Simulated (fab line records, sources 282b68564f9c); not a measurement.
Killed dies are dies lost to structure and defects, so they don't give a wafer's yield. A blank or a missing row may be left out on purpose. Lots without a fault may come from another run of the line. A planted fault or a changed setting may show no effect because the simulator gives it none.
Tool commonality check | flow rit_cmos | 15 lots, 45 wafers sampled

WHY IT WAS OPENED
At RIT_SPACER_THK_MEAS_04 the reading SPACER_NITRIDE_THK is flagged on 3 of 15 lots. Wafers without a fault read 250.0 nm, standard deviation 2.8.
Rule: a lot is flagged when every wafer of it that has a number lies more than 4 standard deviations from that mean, or none has a number. The other lots count as sound.

lot  | measured    | on            | SPACER_NITRIDE_THK (nm), wafer by wafer | flag
L748 | day 3 00:11 | film_metro-01 | 244.8 246.5 244.4                       |
L750 | day 3 12:27 | film_metro-01 | 251.8 248.7 252.9                       |
L751 | day 3 15:40 | film_metro-04 | 251.1 252.3 251.4                       |
L752 | day 3 23:14 | film_metro-02 | 248.1 250.5 248.7                       |
L755 | day 4 13:36 | film_metro-04 | 252.9 252.1 254.1                       |
L756 | day 4 21:16 | film_metro-04 | 252.7 251.7 249.5                       |
L757 | day 5 01:39 | film_metro-04 | 251.5 252.5 252.4                       |
L758 | day 5 04:28 | film_metro-04 | 248.3 248.1 250.0                       |
L760 | day 5 21:38 | film_metro-04 | 252.5 252.1 250.5                       |
L761 | day 6 04:56 | film_metro-01 | 244.2 243.9 243.9                       |
L762 | day 6 05:34 | film_metro-01 | 246.0 247.6 249.0                       |
L763 | day 7 01:24 | film_metro-04 | 494.8 496.9 499.1                       | FLAGGED
L766 | day 7 18:58 | film_metro-01 | 499.1 496.8 500.6                       | FLAGGED
L768 | day 8 02:26 | film_metro-01 | 501.6 506.6 504.2                       | FLAGGED
L769 | day 8 04:53 | film_metro-02 | 242.9 243.8 243.6                       |
The numbers of the flagged lots are 500.0 nm on average: +250.0 nm against the usual, or +89 standard deviations.

WHICH TOOL RAN EACH LOT
The record holds 2 process steps before the reading, out of a route of 202 steps. In each cell: the tool, then ch and the chambers that the sampled wafers went through, then the start.
lot  | flag    | RIT_NWELL_STRIP_09                  | RIT_SPACER_CVD_03
L748 |         | plasma_asher-01 ch 0,1, day 1 22:54 | lpcvd-02 ch 0, day 2 22:16
L750 |         | plasma_asher-01 ch 0,1, day 2 08:07 | lpcvd-02 ch 1, day 3 10:32
L751 |         | plasma_asher-01 ch 0,1, day 2 13:28 | lpcvd-01 ch 1, day 3 13:45
L752 |         | plasma_asher-04 ch 0,1, day 2 17:37 | lpcvd-02 ch 1, day 3 21:20
L755 |         | plasma_asher-03 ch 0,1, day 3 08:44 | lpcvd-02 ch 0, day 4 11:41
L756 |         | plasma_asher-03 ch 0,1, day 3 14:27 | lpcvd-02 ch 0, day 4 19:20
L757 |         | plasma_asher-04 ch 0,1, day 3 19:33 | lpcvd-02 ch 0, day 4 23:44
L758 |         | plasma_asher-01 ch 0,1, day 3 23:02 | lpcvd-02 ch 1, day 5 02:32
L760 |         | plasma_asher-03 ch 0,1, day 4 15:56 | lpcvd-01 ch 0, day 5 19:43
L761 |         | plasma_asher-04 ch 0,1, day 4 19:48 | lpcvd-02 ch 1, day 6 03:01
L762 |         | plasma_asher-01 ch 0,1, day 4 21:07 | lpcvd-01 ch 1, day 6 03:39
L763 | FLAGGED | plasma_asher-01 ch 0, day 5 02:41   | lpcvd-01 ch 1, day 6 20:50 and lpcvd-02 ch 1, day 6 23:29
L766 | FLAGGED | plasma_asher-01 ch 0,1, day 5 21:53 | lpcvd-01 ch 0, day 7 14:58
L768 | FLAGGED | plasma_asher-03 ch 0,1, day 6 15:49 | lpcvd-02 ch 1, day 7 22:26
L769 |         | plasma_asher-04 ch 0,1, day 6 22:27 | lpcvd-02 ch 1, day 8 02:56
What these steps do:
- RIT_NWELL_STRIP_09: strips in O2, time 180 s.
- RIT_SPACER_CVD_03: deposits Si3N4 from SiH2Cl2/NH3, target thk 250 nm, time 3300 s.
- RIT_SPACER_THK_MEAS_04

FLAGGED OVER TOTAL, TOOL BY TOOL (the gauges that took the reading come last)
step                   | tool            | lots run | flagged | share of the flagged lots | sound lots run after its first flagged lot
RIT_NWELL_STRIP_09     | plasma_asher-01 | 7        | 2       | some                      | 0
RIT_NWELL_STRIP_09     | plasma_asher-03 | 4        | 1       | some                      | 0
RIT_NWELL_STRIP_09     | plasma_asher-04 | 4        | 0       | none                      | -
RIT_SPACER_CVD_03      | lpcvd-01        | 5        | 2       | some                      | 0
RIT_SPACER_CVD_03      | lpcvd-02        | 11       | 2       | some                      | 1 (L769)
RIT_SPACER_THK_MEAS_04 | film_metro-01   | 6        | 2       | some                      | 0
RIT_SPACER_THK_MEAS_04 | film_metro-02   | 2        | 0       | none                      | -
RIT_SPACER_THK_MEAS_04 | film_metro-04   | 7        | 1       | some                      | 0

WHAT THE TABLE ALLOWS
No row of the table ran every flagged lot.

WHAT THE SIMULATOR HAD PUT IN
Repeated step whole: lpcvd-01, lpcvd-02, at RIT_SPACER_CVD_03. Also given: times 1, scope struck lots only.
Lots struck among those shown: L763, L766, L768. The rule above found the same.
